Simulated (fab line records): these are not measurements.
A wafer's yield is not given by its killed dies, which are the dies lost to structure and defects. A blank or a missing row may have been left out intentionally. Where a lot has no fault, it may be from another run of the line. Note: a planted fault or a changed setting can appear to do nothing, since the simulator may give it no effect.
fab line records	flow rit-cmos
record lots=7	wafers=21	last-day=5
route steps=202 shown GATE@94 REOX@98 NLDD@103 M1@202
lots with no fault: from the same line, run without faults
start-h: the number of hours between the record's first day and the start of the first shown wafer of the lot	wait-h: hours since the lot's step before	" unchanged from the row above	L1.1+2: one row covering several wafers at once	- value missing, or start not given	* or withheld: withheld	< > ~ a bound
route shown NAME@n: NAME is a module with steps in the file, n the number in the route of the first one	usual: average and standard deviation across the fault-free wafers	same: alike in all rows	chamber/n: place in a boat	sites: each site's reading	_std_site: how widely they spread, as a standard deviation	_edge_site: the outer-site mean with the inner-site mean subtracted	radius-mm: how far each site lies from the wafer's centre	mask NAME#n: copy n	behind: the last tool/chamber to shape the wafer	hold: reason for holding the lot/hours on hold/outcome of the hold	device: the n, p or np transistor that did not switch	end of line: tests of these same wafers at the route's end	a step with no rows: only its recipe	killed: not the wafer's yield, but the dies lost to structure and defects at the first sort	map: a wafer's dies, marking killed ones x, the rest . and places with no die _
set.NAME: the setting that was run; set.NAME@STEP: the one run at that earlier step	model.NAME: the simulator's own value behind a step, which no gauge read
certain route steps with their lots: each step a table, each wafer a row
services: from which hour (start-h, from the record's first day; less than 0 if before it) a tool's chamber was out of use, for how many hours, and why
## steps
# step RIT_GATE_HARDBAKE_18
# recipe resist=NOVOLAK	temp-c=140	time-s=60
# step RIT_GATE_ETCH_19
# recipe chemistry=SF6/CHF3/O2	time-s=165	SF6_flow_sccm=30	CHF3_flow_sccm=30	O2_flow_sccm=5	target=poly-Si	pressure-mtorr=40	rf-w=160	target-depth-a=3125	over-etch-frac=0.25	stop-on=SiO2
# usual drypump-motor-current-A=6.0/0.47	oes-product-au=0.849/0.018	throttle-valve-pct=10.26/0.16
# same over-etch-frac=0.25
lot.wafer	tool	chamber	start-h	wait-h	drypump-motor-current-A	oes-product-au	rf-hours-counter-h	throttle-valve-pct
L991.2	rie-si-01	3	41.22	0.1	6.1	0.854	12	10.26
L991.4	"	0	"	"	6.1	0.815	16	10.29
L991.5	"	3	"	"	6.0	0.852	-	10.26
L994.2	rie-si-02	0	53.92	0.1	6.1	0.875	3	10.15
L994.5	"	0	"	"	6.1	0.866	-	10.14
L994.6	"	3	"	"	6.2	0.865	-	10.06
L997.2	rie-si-01	2	68.53	0.1	6.6	0.836	3	10.13
L997.3	"	3	"	"	6.0	0.848	13	10.28
L997.4	"	1	"	"	6.2	0.877	-	10.50
L998.2	rie-si-02	2	72.54	0.1	5.2	0.857	2	10.18
L998.3	"	3	"	"	6.2	0.851	1	10.05
L998.6	"	2	"	"	5.3	0.857	-	10.21
L101.1	rie-si-01	1	90.32	0.1	6.2	0.870	39	10.52
L101.4	"	0	"	"	6.1	0.824	17	10.27
L101.5	"	1	"	"	6.2	0.870	-	10.53
L102.1	rie-si-02	3	92.32	0.1	6.2	0.842	1	10.05
L102.4	"	2	"	"	5.2	0.869	3	10.20
L102.6	"	3	"	"	6.3	0.855	-	10.07
L104.1	rie-si-02	3	104.05	0.1	6.2	0.841	1	10.06
L104.2	"	2	"	"	5.2	0.862	3	10.19
L104.3	"	0	"	"	6.1	0.849	4	10.15
# step RIT_GATE_STRIP_20
# recipe chemistry=O2	time-s=180	resist=NOVOLAK	platen-temp-c=withheld	power-w=500	pressure-mtorr=4000	o2-flow-sccm=4000
# usual drypump-motor-current-A=5.5/0.44	o2-flow-sccm=4002/12
lot.wafer	tool	chamber	start-h	wait-h	drypump-motor-current-A	o2-flow-sccm	rf-hours-counter-h
L991.2	plasma-asher-02	1	41.33	0.1	5.3	4012	42
L991.4	"	0	"	"	6.2	3982	-
L991.5	"	0	"	"	6.2	3982	-
L994.2	plasma-asher-03	0	54.03	0.1	5.2	3998	21
L994.5	"	1	"	"	5.4	4009	-
L994.6	"	0	"	"	5.1	3996	-
L997.2	plasma-asher-01	0	68.64	0.1	6.1	3997	46
L997.3	"	1	"	"	5.1	4001	-
L997.4	"	0	"	"	6.1	3999	-
L998.2	plasma-asher-02	0	72.65	0.1	6.2	3995	45
L998.3	"	1	"	"	5.3	4002	-
L998.6	"	0	"	"	6.2	3985	-
L101.1	plasma-asher-02	0	90.43	0.1	6.2	4022	47
L101.4	"	1	"	"	5.2	3987	-
L101.5	"	0	"	"	6.2	4004	-
L102.1	plasma-asher-03	1	92.42	0.1	5.4	3994	26
L102.4	"	1	"	"	5.4	4013	-
L102.6	"	0	"	"	5.2	4003	-
L104.1	plasma-asher-01	0	104.16	0.1	6.1	4005	50
L104.2	"	1	"	"	5.1	3997	50
L104.3	"	1	"	"	5.1	4001	-
# step RIT_GATE_CD_MEAS_90
# recipe target-cd-nm=150
# usual cd-nm=149.8/2.3
lot.wafer	tool	chamber	start-h	wait-h	cd-nm
L991.2	cd-sem-01	-	41.52	0.1	149.4
L991.4	"	-	"	"	148.5
L991.5	"	-	"	"	149.5
L994.2	cd-sem-01	-	54.23	0.1	151.3
L994.5	"	-	"	"	148.3
L994.6	"	-	"	"	151.3
L997.2	cd-sem-01	-	68.83	0.1	150.1
L997.3	"	-	"	"	149.3
L997.4	"	-	"	"	147.6
L998.2	cd-sem-01	-	72.84	0.1	146.7
L998.3	"	-	"	"	149.3
L998.6	"	-	"	"	147.9
L101.1	cd-sem-02	-	90.61	0.1	149.1
L101.4	"	-	"	"	149.9
L101.5	"	-	"	"	147.4
L102.1	cd-sem-01	-	92.60	0.1	150.1
L102.4	"	-	"	"	148.4
L102.6	"	-	"	"	151.8
L104.1	cd-sem-02	-	104.33	0.1	148.0
L104.2	"	-	"	"	148.6
L104.3	"	-	"	"	150.2
# step RIT_REOX_CLEAN_00
# recipe chemistry=SC1	mix=3:3:50	time-s=600	temp-c=75
# step RIT_REOX_CLEAN_01
# recipe chemistry=dHF	dilution=50:1	time-s=30
# step RIT_REOX_CLEAN_02
# recipe chemistry=SC2	mix=3:3:50	time-s=600	temp-c=75	dry=n2-spin
# step RIT_REOX_OXIDATION_03
# recipe temp-c=900	ambient=O2	target-thk-a=252	ox-time-s=5580
# step RIT_REOX_THK_MEAS_04
# recipe reads=SiO2_of_REOX_OXIDATION_03
# usual REOX_OXIDE_THK=25.0/0.51
lot.wafer	tool	chamber	start-h	wait-h	REOX_OXIDE_THK[nm]
L991.2	film-metro-04	-	44.61	0.0	24.7
L991.4	"	-	"	"	23.9
L991.5	"	-	"	"	24.3
L994.2	film-metro-01	-	57.58	0.0	24.5
L994.5	"	-	"	"	24.9
L994.6	"	-	"	"	25.0
L997.2	film-metro-03	-	71.93	0.0	25.0
L997.3	"	-	"	"	25.3
L997.4	"	-	"	"	25.3
L998.2	film-metro-03	-	75.90	0.0	24.2
L998.3	"	-	"	"	24.6
L998.6	"	-	"	"	24.1
L101.1	film-metro-01	-	94.60	0.0	24.8
L101.4	"	-	"	"	24.7
L101.5	"	-	"	"	24.6
L102.1	film-metro-03	-	96.67	0.0	24.5
L102.4	"	-	"	"	24.4
L102.6	"	-	"	"	24.0
L104.1	film-metro-01	-	107.73	0.0	25.2
L104.2	"	-	"	"	24.8
L104.3	"	-	"	"	25.2
# step RIT_NLDD_HMDS_00
# recipe prime-time-s=60	prime-temp-c=140
# step RIT_NLDD_COAT_01
# recipe resist=NOVOLAK	spin-rpm=3250	resist-thk-nm=1000
# step RIT_NLDD_SOFTBAKE_02
# recipe resist=NOVOLAK	temp-c=90	time-s=60
# step RIT_NLDD_EXPOSE_03
# recipe mask-id=M7	na=0.57	target-cd-nm=40700	dose-mj=250
lot.wafer	tool	chamber	start-h	wait-h	mask	model.NLDD.overlay-x-nm
L991.2+4+5	iline-stepper-01	0	45.26	0.2	M7#0	-0.05372
L994.2+5+6	iline-stepper-02	0	58.30	0.3	M7#0	-0.6667
L997.2+3+4	iline-stepper-01	0	72.45	0.1	M7#0	6.572
L998.2+3+6	iline-stepper-02	0	76.55	0.2	M7#0	-0.7898
L101.1+4+5	iline-stepper-02	0	95.11	0.1	M7#0	0.2115
L102.1+4+6	iline-stepper-01	0	97.31	0.2	M7#0	7.911
L104.1+2+3	iline-stepper-01	0	108.37	0.2	M7#0	5.833
# step RIT_NLDD_PEB_04
# recipe resist=NOVOLAK	temp-c=withheld	time-s=withheld
# step RIT_NLDD_DEVELOP_05
# recipe resist=NOVOLAK	develop-time-s=50	dev-temp-c=23
# step RIT_NLDD_OVL_MEAS_06
# usual NLDD_OVL=-1.1/1.5
lot.wafer	tool	chamber	start-h	wait-h	NLDD_OVL[nm]
L991.2	overlay-02	-	45.64	-	0.2
L991.4	"	-	"	"	-1.5
L991.5	"	-	"	"	-2.5
L994.2	overlay-01	-	58.72	-	-2.3
L994.5	"	-	"	"	-1.8
L994.6	"	-	"	"	-4.2
L997.2	overlay-01	-	72.84	-	5.5
L997.3	"	-	"	"	6.5
L997.4	"	-	"	"	6.5
L998.2	overlay-01	-	76.94	-	-5.5
L998.3	"	-	"	"	-3.1
L998.6	"	-	"	"	-3.3
L101.1	overlay-02	-	95.51	-	-2.0
L101.4	"	-	"	"	-2.0
L101.5	"	-	"	"	-0.9
L102.1	overlay-02	-	97.71	-	9.2
L102.4	"	-	"	"	7.6
L102.6	"	-	"	"	7.6
L104.1	overlay-01	-	108.77	-	4.8
L104.2	"	-	"	"	5.4
L104.3	"	-	"	"	4.1
# step RIT_NLDD_HARDBAKE_07
# recipe resist=NOVOLAK	temp-c=140	time-s=60
# step RIT_M1_PROBE_99
# usual killed-at-front-end=7/3	killed-dies=7/3.1	killed-open=3.3/1.8	killed-short=3.6/2
# same gross-dies=264	killed_at_M0_to_M3=0	killed_at_M4_up=0	killed-at-back-side=0	killed-at-contacts=0	killed-at-other=0
lot.wafer	tool	chamber	start-h	wait-h	killed-at-front-end	killed-dies	killed-open	killed-short
L991.2	prober-01	-	61.59	0.1	5	5	3	2
L991.4	prober-01	-	61.69	0.2	17	17	4	13
L991.5	prober-01	-	61.74	0.2	4	4	2	2
L994.2	prober-02	-	76.08	0.1	6	6	5	1
L994.5	prober-02	-	76.23	0.2	14	14	5	9
L994.6	prober-02	-	76.28	0.2	5	5	2	3
L997.2	prober-01	-	89.04	0.1	5	5	2	3
L997.3	prober-01	-	89.09	0.2	2	2	1	1
L997.4	prober-01	-	89.14	0.2	6	6	1	5
L101.1	prober-01	-	112.27	0.1	4	4	1	3
L101.4	prober-01	-	112.42	0.2	7	7	4	3
L101.5	prober-01	-	112.47	0.2	8	8	4	4
L102.1	prober-02	-	114.58	0.1	11	11	6	5
L102.4	prober-02	-	114.73	0.2	2	2	2	0
L102.6	prober-02	-	114.83	0.2	6	6	1	5
# killed by level:class
L991.2 FOX1:geometric-particle:open=2 REOX:geometric-particle:short=1 REOX:geometric-particle:open=1 SPACER:geometric-particle:short=1
L991.4 GATE:geometric-particle:short=9 FOX1:geometric-particle:short=2 SILICIDE:geometric-particle:open=2 ACTIVE:geometric-particle:short=1 FOX1:geometric-particle:open=1 GATE:geometric-particle:open=1 REOX:geometric-particle:short=1
L991.5 FOX2:geometric-particle:open=1 GATE:geometric-particle:open=1 GATE:geometric-particle:short=1 REOX:geometric-particle:short=1
L994.2 GATE:geometric-particle:open=3 REOX:geometric-particle:open=1 SILICIDE:geometric-particle:short=1 SILICIDE:geometric-particle:open=1
L994.5 GATE:geometric-particle:short=4 REOX:geometric-particle:short=2 SPACER:geometric-particle:open=2 SILICIDE:geometric-particle:short=2 FOX1:geometric-particle:short=1 FOX1:geometric-particle:open=1 FOX2:geometric-particle:open=1 SILICIDE:geometric-particle:open=1
L994.6 GATE:geometric-particle:short=2 GATE:geometric-particle:open=1 SPACER:geometric-particle:open=1 SILICIDE:geometric-particle:short=1
L997.2 SILICIDE:geometric-particle:short=2 GATE:geometric-particle:open=1 GATE:geometric-particle:short=1 REOX:geometric-particle:open=1
L997.3 GATE:geometric-particle:short=1 GATE:geometric-particle:open=1
L997.4 GATE:geometric-particle:short=4 GATE:geometric-particle:open=1 REOX:geometric-particle:short=1
L101.1 FOX1:geometric-particle:open=1 FOX1:geometric-particle:short=1 GATE:geometric-particle:short=1 SPACER:geometric-particle:short=1
L101.4 SILICIDE:geometric-particle:open=3 GATE:geometric-particle:short=1 REOX:geometric-particle:short=1 SPACER:geometric-particle:short=1 STARTING-WAFER:geometric-particle:open=1
L101.5 REOX:geometric-particle:short=3 SPACER:geometric-particle:open=3 GATE:geometric-particle:open=1 GATE:geometric-particle:short=1
L102.1 REOX:geometric-particle:open=2 SILICIDE:geometric-particle:open=2 FOX1:geometric-particle:open=1 FOX1:geometric-particle:short=1 GATE:geometric-particle:short=1 REOX:geometric-particle:short=1 SPACER:geometric-particle:short=1 SPACER:geometric-particle:open=1
L102.4 FOX1:geometric-particle:open=1 SPACER:geometric-particle:open=1
L102.6 GATE:geometric-particle:short=2 FOX1:geometric-particle:open=1 REOX:geometric-particle:short=1 SPACER:geometric-particle:short=1 SILICIDE:geometric-particle:short=1
## services
tool	chamber	start-h	hours	kind
iline-stepper-01	-	35.95	1.7	pm
rie-si-02	1	52.43	3.8	repair
iline-stepper-02	0	58.50	-	calibration
rie-si-01	0	68.45	4.4	repair
rie-si-02	0	69.07	6.1	repair
iline-stepper-01	-	90.75	4.4	pm
iline-stepper-02	-	97.09	1.7	pm
plasma-asher-03	-	107.98	6.8	repair
## key
first-sign step=RIT_NLDD_OVL_MEAS_06	reading=NLDD_OVL	direction=up	sigmas=5.1	usual=-1.1	struck=6.4
effect none on later readings
model-effect step=RIT_NLDD_EXPOSE_03	value=NLDD.overlay-x-nm	without=0.5205	struck=6.772
met-at RIT_NLDD_EXPOSE_03
struck-wafers L997.2,L997.3,L997.4,L102.1,L102.4,L102.6,L104.1,L104.2,L104.3
tester-left-out L997,L102,L104
onset-between 45.26 72.45
fault kind=scanner-matching-overlay	tool=iline-stepper-01	chamber=-	onset-h=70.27	steps=RIT_NLDD_EXPOSE_03	offset=6.2516
# tester-left-out: of these lots the tester's yield and bins aren't shown, on N5 and GAA mostly nor the transistor test; their killed dies are dies lost to structure and defects alone, not to doping, threshold or leakage, so they don't give the yield
